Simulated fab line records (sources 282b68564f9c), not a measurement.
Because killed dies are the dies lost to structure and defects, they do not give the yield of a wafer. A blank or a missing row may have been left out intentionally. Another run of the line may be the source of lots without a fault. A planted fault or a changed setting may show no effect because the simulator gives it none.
fab line records | flow rit-cmos
[record] lots = 5 | wafers = 23
route steps=202 shown NLDD@105 SPACER@128 NSD@133 SDANNEAL@156 PSD@157 PLDD@159 SILICIDE@162
start-h: hours from the record's opening day to when the first of the lot's shown wafers began | wait-h: hours since the lot's step before | " unchanged from the row above | L1.1+2: a row that stands for several wafers | - either no value or no given start | * or withheld: withheld | < > ~ a bound
route shown NAME@n: a module of which the file shows steps, and the number in the route of the first | usual: the fault-free wafers' mean and standard deviation | same: alike in all rows | chamber/n: place in a boat | sites: readings site by site | _std_site: standard deviation across them | _edge_site: outer sites' mean less inner sites' | radius-mm: how far each site lies from the wafer's centre | mask NAME#n: copy n | behind: tool/chamber where the wafer was last shaped | hold: what put the lot on hold/how long, in hours/how the hold closed | device: which transistor (n, p or np) failed to switch | end of line: tests run on the same wafers once the route is complete | a step without rows: its recipe alone | killed: not the wafer's yield, but the dies lost to structure and defects at the first sort | map: the dies of a wafer, with x for killed, . for not killed, _ for no die there
set.NAME: the setting as run; set.NAME@STEP: as run at that earlier step | model.NAME: the simulator's own value behind a step, which no gauge read
lots run with intentionally changed settings; tables by step, rows by wafer
[[steps]]
[step RIT_NLDD_SOFTBAKE_02]
[recipe] resist = NOVOLAK | temp-c = 90 | time-s = 60
lot.wafer  | tool           | chamber | start-h | wait-h | set.temp-c
L074.1+5   | litho-track-03 | 0       | 52.85   | 0.1    | 88.14
L074.2+4+6 | "              | 0       | "       | "      | 90
L075.1+5   | litho-track-01 | 0       | 58.59   | 0.1    | 93.56
L075.3+4+6 | "              | 0       | "       | "      | 90
L076.2+3+5 | litho-track-03 | 0       | 69.55   | 0.1    | 90
L081.1+5+6 | litho-track-03 | 0       | 99.77   | 0.1    | 90
L081.2+3   | "              | 0       | "       | "      | 92.37
L084.1+2+3 | litho-track-03 | 0       | 117.10  | 0.1    | 88.23
L084.4+6   | "              | 0       | "       | "      | 90
[step RIT_NLDD_EXPOSE_03]
[recipe] mask-id = M7 | na = 0.57 | target-cd-nm = 40700 | dose-mj = 250
[step RIT_NLDD_PEB_04]
[recipe] resist = NOVOLAK | temp-c = withheld | time-s = withheld
[step RIT_NLDD_DEVELOP_05]
[recipe] resist = NOVOLAK | develop-time-s = 50 | dev-temp-c = 23
lot.wafer | tool           | chamber | start-h | wait-h | set.temp-c@NLDD_SOFTBAKE_02 | model.NOVOLAK_of_NLDD_COAT_01.thk-nm
L074.1    | litho-track-02 | 0       | -       | -      | 88.14                       | 1009
L074.2    | "              | 0       | "       | "      | 90                          | 1003
L074.4    | "              | 0       | "       | "      | 90                          | 1001
L074.5    | "              | 0       | "       | "      | 88.14                       | 1008
L074.6    | "              | 0       | "       | "      | 90                          | 1005
L075.1    | litho-track-03 | 0       | -       | -      | 93.56                       | 993.3
L075.3    | "              | 0       | "       | "      | 90                          | 1003
L075.4    | "              | 0       | "       | "      | 90                          | 1005
L075.5    | "              | 0       | "       | "      | 93.56                       | 990.2
L075.6    | "              | 0       | "       | "      | 90                          | 1002
L076.2    | litho-track-02 | 0       | -       | -      | 90                          | 1000
L076.3    | "              | 0       | "       | "      | 90                          | 1006
L076.5    | "              | 0       | "       | "      | 90                          | 1005
L081.1    | litho-track-01 | 0       | -       | -      | 90                          | 1002
L081.2    | "              | 0       | "       | "      | 92.37                       | 996.1
L081.3    | "              | 0       | "       | "      | 92.37                       | 994.3
L081.5    | "              | 0       | "       | "      | 90                          | 999.8
L081.6    | "              | 0       | "       | "      | 90                          | 1001
L084.1    | litho-track-03 | 0       | -       | -      | 88.23                       | 1008
L084.2+3  | "              | 0       | "       | "      | 88.23                       | 1009
L084.4    | "              | 0       | "       | "      | 90                          | 1005
L084.6    | "              | 0       | "       | "      | 90                          | 1003
[step RIT_SPACER_CVD_03]
[recipe] material = Si3N4 | target-thk-nm = 250 | temp-c = 810 | precursor = SiH2Cl2/NH3 | time-s = 3300 | pressure-mtorr = 300 | sih2cl2-flow-sccm = 60 | nh3-flow-sccm = 150
lot.wafer | tool     | chamber | start-h | wait-h | set.pressure-mtorr | model.Si3N4_of_SPACER_CVD_03.thk-nm
L074.1    | -        | -       | -       | 0.0    | 255.4              | 240.1
L074.2+4  | "        | -       | "       | "      | 255.4              | 238.8
L074.5    | "        | -       | "       | "      | 255.4              | 238.3
L074.6    | "        | -       | "       | "      | 255.4              | 238.5
L075.1    | -        | -       | -       | 0.0    | 332.4              | 257.8
L075.3    | "        | -       | "       | "      | 332.4              | 257.1
L075.4+5  | "        | -       | "       | "      | 332.4              | 259.2
L075.6    | "        | -       | "       | "      | 332.4              | 258.1
L076.2    | lpcvd-02 | 0       | 72.46   | 0.0    | 300                | 246.1
L076.3    | "        | 0       | "       | "      | 300                | 246.5
L076.5    | "        | 0       | "       | "      | 300                | 249.2
L081.1    | -        | -       | -       | 0.0    | 265.9              | 236.2
L081.2    | "        | -       | "       | "      | 265.9              | 234
L081.3+6  | "        | -       | "       | "      | 265.9              | 237.8
L081.5    | "        | -       | "       | "      | 265.9              | 235.6
L084.1    | -        | -       | -       | 0.0    | 336                | 258.7
L084.2+3  | "        | -       | "       | "      | 336                | 260
L084.4    | "        | -       | "       | "      | 336                | 259.3
L084.6    | "        | -       | "       | "      | 336                | 259.8
[step RIT_SPACER_THK_MEAS_04]
[recipe] reads = Si3N4_of_SPACER_CVD_03
[usual] SPACER_NITRIDE_THK = 249.4/2.9
lot.wafer | tool          | chamber | start-h | wait-h | set.pressure-mtorr@SPACER_CVD_03 | SPACER_NITRIDE_THK[nm]
L074.1    | film-metro-01 | -       | -       | -      | 255.4                            | 240.1
L074.2    | "             | -       | "       | "      | 255.4                            | 238.9
L074.4    | "             | -       | "       | "      | 255.4                            | 238.8
L074.5    | "             | -       | "       | "      | 255.4                            | 238.2
L074.6    | "             | -       | "       | "      | 255.4                            | 238.4
L075.1    | film-metro-04 | -       | -       | -      | 332.4                            | 257.9
L075.3    | "             | -       | "       | "      | 332.4                            | 257.1
L075.4    | "             | -       | "       | "      | 332.4                            | 259.2
L075.5    | "             | -       | "       | "      | 332.4                            | 259.2
L075.6    | "             | -       | "       | "      | 332.4                            | 257.9
L076.2    | film-metro-04 | -       | 74.39   | 0.0    | 300                              | 246.0
L076.3    | "             | -       | "       | "      | 300                              | 246.5
L076.5    | "             | -       | "       | "      | 300                              | 249.3
L081.1    | film-metro-01 | -       | -       | -      | 265.9                            | 236.3
L081.2    | "             | -       | "       | "      | 265.9                            | 234.1
L081.3    | "             | -       | "       | "      | 265.9                            | 237.9
L081.5    | "             | -       | "       | "      | 265.9                            | 235.6
L081.6    | "             | -       | "       | "      | 265.9                            | 237.6
L084.1    | film-metro-01 | -       | -       | -      | 336                              | 258.8
L084.2    | "             | -       | "       | "      | 336                              | 259.9
L084.3    | "             | -       | "       | "      | 336                              | 260.0
L084.4    | "             | -       | "       | "      | 336                              | 259.4
L084.6    | "             | -       | "       | "      | 336                              | 259.9
[step RIT_SPACER_ETCHBACK_05]
[recipe] target-depth-a = 2500 | SF6_flow_sccm = 30 | CHF3_flow_sccm = 30 | target = Si3N4 | chemistry = SF6/CHF3 | pressure-mtorr = 40 | rf-w = 250 | time-s = 240 | stop-on = SiO2
lot.wafer | tool        | chamber | start-h | wait-h | set.pressure-mtorr@SPACER_CVD_03 | model.etch.depth-nm | model.Si3N4_of_SPACER_CVD_03.thk-nm
L074.1    | rie-diel-02 | 0       | 57.88   | 0.1    | 255.4                            | 240.1               | 188.4
L074.2    | "           | 3       | "       | "      | 255.4                            | 238.8               | 187.1
L074.4    | "           | 2       | "       | "      | 255.4                            | 238.8               | 187.5
L074.5    | "           | 1       | "       | "      | 255.4                            | 238.3               | 188.5
L074.6    | "           | 0       | "       | "      | 255.4                            | 238.5               | 186.5
L075.1    | rie-diel-04 | 3       | 63.61   | 0.1    | 332.4                            | 257.8               | 201.2
L075.3    | "           | 2       | "       | "      | 332.4                            | 257.1               | 201.5
L075.4    | "           | 0       | "       | "      | 332.4                            | 259.2               | 203.3
L075.5    | "           | 3       | "       | "      | 332.4                            | 259.2               | 202.3
L075.6    | "           | 2       | "       | "      | 332.4                            | 258.1               | 202.1
L076.2    | rie-diel-02 | 3       | 74.44   | 0.0    | 300                              | 246.1               | 191.9
L076.3    | "           | 1       | "       | "      | 300                              | 246.5               | 194.6
L076.5    | "           | 0       | "       | "      | 300                              | 249.2               | 195.2
L081.1    | rie-diel-02 | 1       | 106.36  | 0.1    | 265.9                            | 236.2               | 187.7
L081.2    | "           | 2       | "       | "      | 265.9                            | 234                 | 184.5
L081.3    | "           | 3       | "       | "      | 265.9                            | 237.8               | 186.4
L081.5    | "           | 3       | "       | "      | 265.9                            | 235.6               | 184.8
L081.6    | "           | 1       | "       | "      | 265.9                            | 237.8               | 188.5
L084.1    | rie-diel-01 | 0       | 122.25  | 0.1    | 336                              | 258.7               | 202
L084.2    | "           | 2       | "       | "      | 336                              | 260                 | 204.2
L084.3    | "           | 1       | "       | "      | 336                              | 260                 | 203.8
L084.4    | "           | 3       | "       | "      | 336                              | 259.3               | 204
L084.6    | "           | 3       | "       | "      | 336                              | 259.8               | 204.7
[step RIT_NSD_SOFTBAKE_02]
[recipe] resist = NOVOLAK | temp-c = 90 | time-s = 60
lot.wafer  | tool           | chamber | start-h | wait-h | set.temp-c
L074.1+2+5 | litho-track-03 | 0       | 58.33   | 0.1    | 90
L074.4+6   | "              | 0       | "       | "      | 91.32
L075.1+6   | litho-track-03 | 0       | 64.06   | 0.1    | 91.87
L075.3+4+5 | "              | 0       | "       | "      | 90
L076.2+3+5 | litho-track-03 | 0       | 74.91   | 0.1    | 90
L081.1+3+6 | litho-track-02 | 0       | 106.81  | 0.1    | 90
L081.2+5   | "              | 0       | "       | "      | 86.7
L084.1+2+6 | litho-track-04 | 0       | 122.88  | 0.1    | 87.22
L084.3+4   | "              | 0       | "       | "      | 90
[step RIT_NSD_EXPOSE_03]
[recipe] mask-id = M9 | na = 0.57 | target-cd-nm = 40700 | dose-mj = 250
[step RIT_NSD_PEB_04]
[recipe] resist = NOVOLAK | temp-c = withheld | time-s = withheld
[step RIT_NSD_DEVELOP_05]
[recipe] resist = NOVOLAK | develop-time-s = 50 | dev-temp-c = 23.6
lot.wafer | tool           | chamber | start-h | wait-h | set.temp-c@NSD_SOFTBAKE_02 | model.NOVOLAK_of_NSD_COAT_01.thk-nm
L074.1    | litho-track-02 | 0       | -       | -      | 90                         | 998.7
L074.2    | "              | 0       | "       | "      | 90                         | 997.3
L074.4    | "              | 0       | "       | "      | 91.32                      | 995.6
L074.5    | "              | 0       | "       | "      | 90                         | 996.7
L074.6    | "              | 0       | "       | "      | 91.32                      | 996.6
L075.1    | litho-track-03 | 0       | -       | -      | 91.87                      | 999.5
L075.3    | "              | 0       | "       | "      | 90                         | 1004
L075.4    | "              | 0       | "       | "      | 90                         | 1003
L075.5    | "              | 0       | "       | "      | 90                         | 1005
L075.6    | "              | 0       | "       | "      | 91.87                      | 1001
L076.2    | litho-track-04 | 0       | -       | -      | 90                         | 998.8
L076.3    | "              | 0       | "       | "      | 90                         | 1000
L076.5    | "              | 0       | "       | "      | 90                         | 1001
L081.1    | litho-track-04 | 0       | -       | -      | 90                         | 994.7
L081.2    | "              | 0       | "       | "      | 86.7                       | 1009
L081.3    | "              | 0       | "       | "      | 90                         | 995
L081.5    | "              | 0       | "       | "      | 86.7                       | 1006
L081.6    | "              | 0       | "       | "      | 90                         | 998.8
L084.1    | litho-track-04 | 0       | -       | -      | 87.22                      | 1004
L084.2    | "              | 0       | "       | "      | 87.22                      | 1008
L084.3    | "              | 0       | "       | "      | 90                         | 997.1
L084.4    | "              | 0       | "       | "      | 90                         | 999.6
L084.6    | "              | 0       | "       | "      | 87.22                      | 1005
[step RIT_SDANNEAL_RTA_03]
[recipe] temp-c = 1050 | time-s = 5 | idle-temp-c = 600 | ramp-up-c-per-s = 342 | ramp-down-c-per-s = 171 | cool-to-c = 600 | ambient = N2
lot.wafer      | tool          | chamber | start-h | wait-h | set.time-s
L074.1+2+4     | rtp-anneal-02 | 0       | 61.38   | 0.0    | 5
L074.5+6       | "             | 0       | "       | "      | 5.441
L075.1+5       | rtp-anneal-01 | 0       | 67.11   | 0.0    | 5
L075.3+4+6     | "             | 0       | "       | "      | 4.603
L076.2+3+5     | rtp-anneal-02 | 0       | 77.95   | 0.0    | 5
L081.1+2+3+5+6 | rtp-anneal-02 | 0       | 110.06  | 0.0    | 5
L084.1+2+3     | rtp-anneal-01 | 0       | 126.31  | 0.0    | 5
L084.4+6       | "             | 0       | "       | "      | 5.489
[step RIT_SDANNEAL_RS_MEAS_04]
[recipe] thk-meas-gauge = four-point-probe
[usual] PSD_RS = 114.73/0.27
lot.wafer | tool          | chamber | start-h | wait-h | set.time-s@SDANNEAL_RTA_03 | PSD_RS[ohm/sq]
L074.1    | film-metro-04 | -       | 61.43   | 0.0    | 5                          | 114.92
L074.2    | "             | -       | "       | "      | 5                          | 114.81
L074.4    | "             | -       | "       | "      | 5                          | 114.87
L074.5    | "             | -       | "       | "      | 5.441                      | 113.78
L074.6    | "             | -       | "       | "      | 5.441                      | 113.79
L075.1    | film-metro-02 | -       | 67.23   | 0.1    | 5                          | 114.84
L075.3    | "             | -       | "       | "      | 4.603                      | 115.92
L075.4    | "             | -       | "       | "      | 4.603                      | 115.81
L075.5    | "             | -       | "       | "      | 5                          | 114.48
L075.6    | "             | -       | "       | "      | 4.603                      | 115.71
L076.2    | film-metro-02 | -       | 78.02   | 0.1    | 5                          | 115.25
L076.3    | "             | -       | "       | "      | 5                          | 115.08
L076.5    | "             | -       | "       | "      | 5                          | 115.27
L081.1    | film-metro-02 | -       | 110.12  | 0.0    | 5                          | 114.69
L081.2    | "             | -       | "       | "      | 5                          | 114.79
L081.3    | "             | -       | "       | "      | 5                          | 114.47
L081.5    | "             | -       | "       | "      | 5                          | 114.50
L081.6    | "             | -       | "       | "      | 5                          | 114.90
L084.1    | film-metro-04 | -       | 126.37  | 0.0    | 5                          | 114.59
L084.2    | "             | -       | "       | "      | 5                          | 114.72
L084.3    | "             | -       | "       | "      | 5                          | 114.83
L084.4    | "             | -       | "       | "      | 5.489                      | 113.70
L084.6    | "             | -       | "       | "      | 5.489                      | 113.24
[step RIT_SDANNEAL_RS_MEAS_06]
[recipe] thk-meas-gauge = four-point-probe
[usual] PLDD_RS = 176.5/0.41
lot.wafer | tool          | chamber | start-h | wait-h | set.time-s@SDANNEAL_RTA_03 | PLDD_RS[ohm/sq]
L074.1    | film-metro-04 | -       | 61.67   | 0.1    | 5                          | 176.5
L074.2    | "             | -       | "       | "      | 5                          | 176.1
L074.4    | "             | -       | "       | "      | 5                          | 176.2
L074.5    | "             | -       | "       | "      | 5.441                      | 175.1
L074.6    | "             | -       | "       | "      | 5.441                      | 174.7
L075.1    | film-metro-02 | -       | 67.47   | 0.1    | 5                          | 176.8
L075.3    | "             | -       | "       | "      | 4.603                      | 178.5
L075.4    | "             | -       | "       | "      | 4.603                      | 177.6
L075.5    | "             | -       | "       | "      | 5                          | 177.2
L075.6    | "             | -       | "       | "      | 4.603                      | 178.2
L076.2    | film-metro-02 | -       | 78.26   | 0.1    | 5                          | 177.3
L076.3    | "             | -       | "       | "      | 5                          | 177.3
L076.5    | "             | -       | "       | "      | 5                          | 177.0
L081.1    | film-metro-02 | -       | 110.36  | 0.1    | 5                          | 176.6
L081.2    | "             | -       | "       | "      | 5                          | 176.1
L081.3    | "             | -       | "       | "      | 5                          | 175.8
L081.5    | "             | -       | "       | "      | 5                          | 176.7
L081.6    | "             | -       | "       | "      | 5                          | 176.7
L084.1    | film-metro-04 | -       | 126.61  | 0.1    | 5                          | 176.4
L084.2    | "             | -       | "       | "      | 5                          | 176.4
L084.3    | "             | -       | "       | "      | 5                          | 176.7
L084.4    | "             | -       | "       | "      | 5.489                      | 175.0
L084.6    | "             | -       | "       | "      | 5.489                      | 175.6
[step RIT_SILICIDE_SPUTTER_01]
[recipe] material = Ti | target-thk-nm = 30 | power-w = 350 | chamber-pressure-pa = 0.667 | gas = Ar | time-s = 240 | substrate-temp-c = 25
lot.wafer | tool           | chamber | start-h | wait-h | set.power-w | model.Ti_of_SILICIDE_SPUTTER_01.thk-nm
L074.1    | pvd-sputter-03 | -       | 61.93   | 0.0    | 377.9       | 32.04
L074.2    | "              | -       | "       | "      | 350         | 29.56
L074.4    | "              | -       | "       | "      | 377.9       | 32.18
L074.5    | "              | -       | "       | "      | 350         | 29.94
L074.6    | "              | -       | "       | "      | 350         | 29.54
L075.1    | pvd-sputter-04 | -       | 67.72   | 0.0    | 350         | 29.99
L075.3    | "              | -       | "       | "      | 373.4       | 32.22
L075.4    | "              | -       | "       | "      | 350         | 29.9
L075.5    | "              | -       | "       | "      | 373.4       | 31.62
L075.6    | "              | -       | "       | "      | 373.4       | 32.05
L076.2    | pvd-sputter-03 | -       | 78.49   | 0.0    | 350         | 29.54
L076.3    | "              | -       | "       | "      | 350         | 29.52
L076.5    | "              | -       | "       | "      | 350         | 29.41
L081.1    | pvd-sputter-02 | -       | 110.61  | 0.0    | 317.8       | 27.22
L081.2    | "              | -       | "       | "      | 350         | 29.44
L081.3    | "              | -       | "       | "      | 317.8       | 26.9
L081.5    | "              | -       | "       | "      | 317.8       | 27
L081.6    | "              | -       | "       | "      | 350         | 29.8
L084.1    | pvd-sputter-03 | -       | 126.86  | 0.0    | 313.9       | 26.62
L084.2    | "              | -       | "       | "      | 313.9       | 26.79
L084.3    | "              | -       | "       | "      | 350         | 30.26
L084.4    | "              | -       | "       | "      | 313.9       | 26.93
L084.6    | "              | -       | "       | "      | 350         | 29.8
[step RIT_SILICIDE_RS_MEAS_02]
[recipe] thk-meas-gauge = four-point-probe | reads = Ti_of_SILICIDE_SPUTTER_01
[usual] SILICIDE_TI_RS = 48.2/0.41
lot.wafer | tool          | chamber | start-h | wait-h | set.power-w@SILICIDE_SPUTTER_01 | SILICIDE_TI_RS[ohm/sq]
L074.1    | film-metro-02 | -       | 62.08   | 0.1    | 377.9                           | 44.1
L074.2    | "             | -       | "       | "      | 350                             | 48.6
L074.4    | "             | -       | "       | "      | 377.9                           | 43.8
L074.5    | "             | -       | "       | "      | 350                             | 48.1
L074.6    | "             | -       | "       | "      | 350                             | 48.7
L075.1    | film-metro-03 | -       | 67.87   | 0.1    | 350                             | 48.0
L075.3    | "             | -       | "       | "      | 373.4                           | 43.9
L075.4    | "             | -       | "       | "      | 350                             | 48.1
L075.5    | "             | -       | "       | "      | 373.4                           | 44.8
L075.6    | "             | -       | "       | "      | 373.4                           | 44.0
L076.2    | film-metro-03 | -       | 78.66   | 0.1    | 350                             | 48.8
L076.3    | "             | -       | "       | "      | 350                             | 49.0
L076.5    | "             | -       | "       | "      | 350                             | 49.1
L081.1    | film-metro-04 | -       | 110.76  | 0.1    | 317.8                           | 54.0
L081.2    | "             | -       | "       | "      | 350                             | 49.0
L081.3    | "             | -       | "       | "      | 317.8                           | 54.9
L081.5    | "             | -       | "       | "      | 317.8                           | 54.6
L081.6    | "             | -       | "       | "      | 350                             | 48.3
L084.1    | film-metro-03 | -       | 127.01  | 0.1    | 313.9                           | 55.7
L084.2    | "             | -       | "       | "      | 313.9                           | 55.3
L084.3    | "             | -       | "       | "      | 350                             | 47.4
L084.4    | "             | -       | "       | "      | 313.9                           | 54.9
L084.6    | "             | -       | "       | "      | 350                             | 48.4
[step RIT_SILICIDE_THK_MEAS_03]
[recipe] thk-meas-gauge = xrf | reads = Ti_of_SILICIDE_SPUTTER_01
[usual] SILICIDE_TI_THK = 29.99/0.21
lot.wafer | tool          | chamber | start-h | wait-h | set.power-w@SILICIDE_SPUTTER_01 | SILICIDE_TI_THK[nm]
L074.1    | film-metro-02 | -       | 62.20   | 0.1    | 377.9                           | 32.43
L074.2    | "             | -       | "       | "      | 350                             | 29.87
L074.4    | "             | -       | "       | "      | 377.9                           | 32.63
L074.5    | "             | -       | "       | "      | 350                             | 30.36
L074.6    | "             | -       | "       | "      | 350                             | 29.86
L075.1    | film-metro-03 | -       | 67.99   | 0.1    | 350                             | 30.18
L075.3    | "             | -       | "       | "      | 373.4                           | 32.25
L075.4    | "             | -       | "       | "      | 350                             | 30.04
L075.5    | "             | -       | "       | "      | 373.4                           | 31.62
L075.6    | "             | -       | "       | "      | 373.4                           | 32.20
L076.2    | film-metro-03 | -       | 78.77   | 0.1    | 350                             | 29.67
L076.3    | "             | -       | "       | "      | 350                             | 29.64
L076.5    | "             | -       | "       | "      | 350                             | 29.55
L081.1    | film-metro-04 | -       | 110.88  | 0.1    | 317.8                           | 27.35
L081.2    | "             | -       | "       | "      | 350                             | 29.59
L081.3    | "             | -       | "       | "      | 317.8                           | 27.01
L081.5    | "             | -       | "       | "      | 317.8                           | 27.20
L081.6    | "             | -       | "       | "      | 350                             | 29.90
L084.1    | film-metro-03 | -       | 127.13  | 0.1    | 313.9                           | 26.72
L084.2    | "             | -       | "       | "      | 313.9                           | 26.82
L084.3    | "             | -       | "       | "      | 350                             | 30.32
L084.4    | "             | -       | "       | "      | 313.9                           | 26.92
L084.6    | "             | -       | "       | "      | 350                             | 29.89
[[key]]
[split] step = RIT_NLDD_SOFTBAKE_02 | setting = temp-c | stated = 90 | by = wafer
[response] step = RIT_NLDD_DEVELOP_05 | reading = model.NOVOLAK_of_NLDD_COAT_01.thk-nm | change = -2.75 | per = 1% | r = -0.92
[split] step = RIT_SPACER_CVD_03 | setting = pressure-mtorr | stated = 300 | by = lot
[response] step = RIT_SPACER_CVD_03 | reading = model.Si3N4_of_SPACER_CVD_03.thk-nm | change = +0.853 | per = 1% | r = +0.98
[response] step = RIT_SPACER_THK_MEAS_04 | reading = SPACER_NITRIDE_THK | change = +0.853 | per = 1% | r = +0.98
[response] step = RIT_SPACER_ETCHBACK_05 | reading = model.etch.depth-nm | change = +0.853 | per = 1% | r = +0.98
[response] step = RIT_SPACER_ETCHBACK_05 | reading = model.Si3N4_of_SPACER_CVD_03.thk-nm | change = +0.639 | per = 1% | r = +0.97
[split] step = RIT_NSD_SOFTBAKE_02 | setting = temp-c | stated = 90 | by = wafer
[response] step = RIT_NSD_DEVELOP_05 | reading = model.NOVOLAK_of_NSD_COAT_01.thk-nm | change = -2.52 | per = 1% | r = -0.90
[split] step = RIT_SDANNEAL_RTA_03 | setting = time-s | stated = 5 | by = wafer
[response] step = RIT_SDANNEAL_RS_MEAS_04 | reading = PSD_RS | change = -0.13 | per = 1% | r = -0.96
[response] step = RIT_SDANNEAL_RS_MEAS_06 | reading = PLDD_RS | change = -0.138 | per = 1% | r = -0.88
[split] step = RIT_SILICIDE_SPUTTER_01 | setting = power-w | stated = 350 | by = wafer
[response] step = RIT_SILICIDE_SPUTTER_01 | reading = model.Ti_of_SILICIDE_SPUTTER_01.thk-nm | change = +0.301 | per = 1% | r = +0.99
[response] step = RIT_SILICIDE_RS_MEAS_02 | reading = SILICIDE_TI_RS | change = -0.64 | per = 1% | r = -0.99
[response] step = RIT_SILICIDE_THK_MEAS_03 | reading = SILICIDE_TI_THK | change = +0.301 | per = 1% | r = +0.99
